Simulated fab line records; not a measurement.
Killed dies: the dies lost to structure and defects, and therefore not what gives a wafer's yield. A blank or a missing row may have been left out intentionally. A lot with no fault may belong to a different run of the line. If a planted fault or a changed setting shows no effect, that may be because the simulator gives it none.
One fault through the eyes of 2 desks || flow berkeley_cmos170 || what lay behind the numbers comes last; until then each desk has only its own

DESK OF THE TOOL OWNER: furnace-01
The tool's own readings at UCB170_GATE_OXIDATION_01 (target thk 6.6 nm, ox time 1800 s): means of the sampled wafers that have a number, for each lot that ran on this tool. The brackets show how far a lot's mean lies from the usual mean; more than 4 standard deviations puts the lot out of limits, marked OUT.
Columns: A = spike_tc_centre_C at UCB170_GATE_OXIDATION_01, usual 853.2 C; B = spike_tc_load_C at UCB170_GATE_OXIDATION_01, usual 872.6 C; C = spike_tc_source_C at UCB170_GATE_OXIDATION_01, usual 871.0 C; D = tube_center_temp_C at UCB170_GATE_OXIDATION_01, usual 850 C; E = tube_center_temp_C_max at UCB170_GATE_OXIDATION_01, usual 852.2
{"lot": "L118", "first seen here": "day 7 09:48", "A": 854.2, "B": 872.2, "C": 873.1, "D": 850, "E": 852.2}
{"lot": "L119", "first seen here": "day 7 09:48", "A": 854.4, "B": 871.8, "C": 872.5, "D": 850, "E": 852.2}
{"lot": "L123", "first seen here": "day 8 09:55", "A": "834.1 (-15) OUT", "B": "852.1 (-19) OUT", "C": "851.0 (-10) OUT", "D": "830 (-99 or more) OUT", "E": "831.8 (-55) OUT"}
{"lot": "L124", "first seen here": "day 8 09:55", "A": "834.4 (-14) OUT", "B": "853.0 (-18) OUT", "C": "851.7 (-9.7) OUT", "D": "830 (-99 or more) OUT", "E": "831.9 (-55) OUT"}
This desk's verdict: out of limits on L123, L124, starting with L123 at day 8 09:55 (spike_tc_centre_C at UCB170_GATE_OXIDATION_01). L118, L119: within limits.

AT THE METROLOGY DESK
Means of the sampled wafers that have a number, per lot and without regard to the tool the lot ran on: this is what the gauges read. The brackets show how far a lot's mean lies from the usual mean; more than 4 standard deviations puts the lot out of limits, marked OUT.
Columns: A = PVT_OVL at UCB170_PVT_OVL_MEAS_06, usual -3 nm; B = GATE_OXIDE_THK at UCB170_GATE_THK_MEAS_02, usual 6.61 nm
{"lot": "L114", "first seen here": "day 5 23:28", "A": -3, "B": 6.56}
{"lot": "L115", "first seen here": "day 5 23:38", "A": -1, "B": 6.57}
{"lot": "L112", "first seen here": "day 5 23:55", "A": -3, "B": 6.76}
{"lot": "L117", "first seen here": "day 6 11:26", "A": -12, "B": 6.58}
{"lot": "L116", "first seen here": "day 6 11:32", "A": -5, "B": 6.72}
{"lot": "L119", "first seen here": "day 7 07:46", "A": -3, "B": 6.45}
{"lot": "L118", "first seen here": "day 7 07:58", "A": 2, "B": 6.63}
{"lot": "L124", "first seen here": "day 8 06:29", "A": 0, "B": "5.00 (-15) OUT"}
{"lot": "L123", "first seen here": "day 8 06:44", "A": -5, "B": "5.13 (-13) OUT"}
{"lot": "L125", "first seen here": "day 8 11:08", "A": -7, "B": 6.51}
{"lot": "L128", "first seen here": "day 9 12:45", "A": -3, "B": 6.54}
{"lot": "L129", "first seen here": "day 9 13:02", "A": -6, "B": 6.65}
{"lot": "L135", "first seen here": "day 10 13:56", "A": -1, "B": 6.80}
{"lot": "L134", "first seen here": "day 10 14:00", "A": -7, "B": 6.59}
This desk's result: L123, L124 out of limits, first on L123 (GATE_OXIDE_THK at UCB170_GATE_THK_MEAS_02), day 8 11:25. L114, L115, L112, L117, L116, L119, L118, L125, L128, L129, L135, L134: within limits.

TAKEN TOGETHER
An alarm could have come from the tool owner's desk at day 8 09:55, on L123, L124.
An alarm was possible from the metrology desk at day 8 11:25, on L123, L124.
All the named lots went through UCB170_GATE_OXIDATION_01 on furnace-01.

WHAT THE SIMULATOR HAD PUT IN
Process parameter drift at UCB170_GATE_OXIDATION_01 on furnace-01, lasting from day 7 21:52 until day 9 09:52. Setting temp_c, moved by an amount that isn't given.
Shown lots that were struck: L123, L124.
Hours from the fault's start to each desk's first reading out of limits: the tool owner's desk, 12; the metrology desk, 14.
